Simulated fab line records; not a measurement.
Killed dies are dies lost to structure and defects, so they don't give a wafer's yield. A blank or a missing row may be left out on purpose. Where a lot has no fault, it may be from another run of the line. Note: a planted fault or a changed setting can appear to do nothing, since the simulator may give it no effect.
Which tool is to blame? + flow berkeley cmos170 + 7 lots with 21 wafers sampled at 2 steps, on a route of 331 steps

== WHAT THE GAUGES SHOWED, per wafer ==
UCB170_PVT_OVL_MEAS_06.
| lot  | measured     | on         | PVT_OVL (nm) |
|------|--------------|------------|--------------|
| L258 | day 7 12:10  | overlay-01 | - - -        |
| L257 | day 7 11:53  | overlay-01 | 3 0 4        |
| L260 | day 8 23:56  | overlay-01 | 3 1 4        |
| L265 | day 9 16:49  | overlay-01 | -9 -6 -13    |
| L267 | day 9 17:33  | overlay-01 | 1 -1 -1      |
| L274 | day 11 05:36 | overlay-02 | -7 1 -4      |
| L271 | day 11 05:02 | overlay-01 | -8 -2 -6     |

== EACH LOT AND THE TOOL THAT RAN IT (in order: tool; ch and the chambers of the sampled wafers; start) ==
| lot  | UCB170_PVT_EXPOSE_03              |
|------|-----------------------------------|
| L258 | krf scanner-02, day 7 11:44       |
| L257 | krf scanner-01 ch 0, day 7 11:31  |
| L260 | krf scanner-01 ch 0, day 8 22:51  |
| L265 | krf scanner-02 ch 0, day 9 16:23  |
| L267 | krf scanner-02 ch 0, day 9 17:01  |
| L274 | krf scanner-02 ch 0, day 11 04:32 |
| L271 | krf scanner-02 ch 0, day 11 04:04 |
- UCB170_PVT_EXPOSE_03: exposes mask NWELL, target cd 3000 nm.

== THE ANSWER, worked out from the rows above alone ==
Rule: what is usual is taken from the lots themselves. The widest of any qualifying gaps counts: lots, ordered by their means at a reading, are off when they make up no more than a third of the lots, leave a main group of 4 or more, and stand apart from it by 3 or more times the standard deviation of that group's means. A main group is skipped when, at the precision printed for the reading in the tables above, its means are all equal. Also off: a lot with no number at a reading for which 4 or more lots have one. Any other lot the step has rows for is counted as sound.
Off: L258, seen at UCB170_PVT_OVL_MEAS_06 (PVT_OVL). Without a number there: L258. For the main group the mean is -2 nm and the standard deviation 4.3.
A tool fits if, at a process step before that reading, it ran every lot that is off, and no sound lot after the first of them. The gauges at UCB170_PVT_OVL_MEAS_06 are tried like those tools. Not one of the candidates tried fits.

== WHAT HAD BEEN PUT IN BY THE SIMULATOR ==
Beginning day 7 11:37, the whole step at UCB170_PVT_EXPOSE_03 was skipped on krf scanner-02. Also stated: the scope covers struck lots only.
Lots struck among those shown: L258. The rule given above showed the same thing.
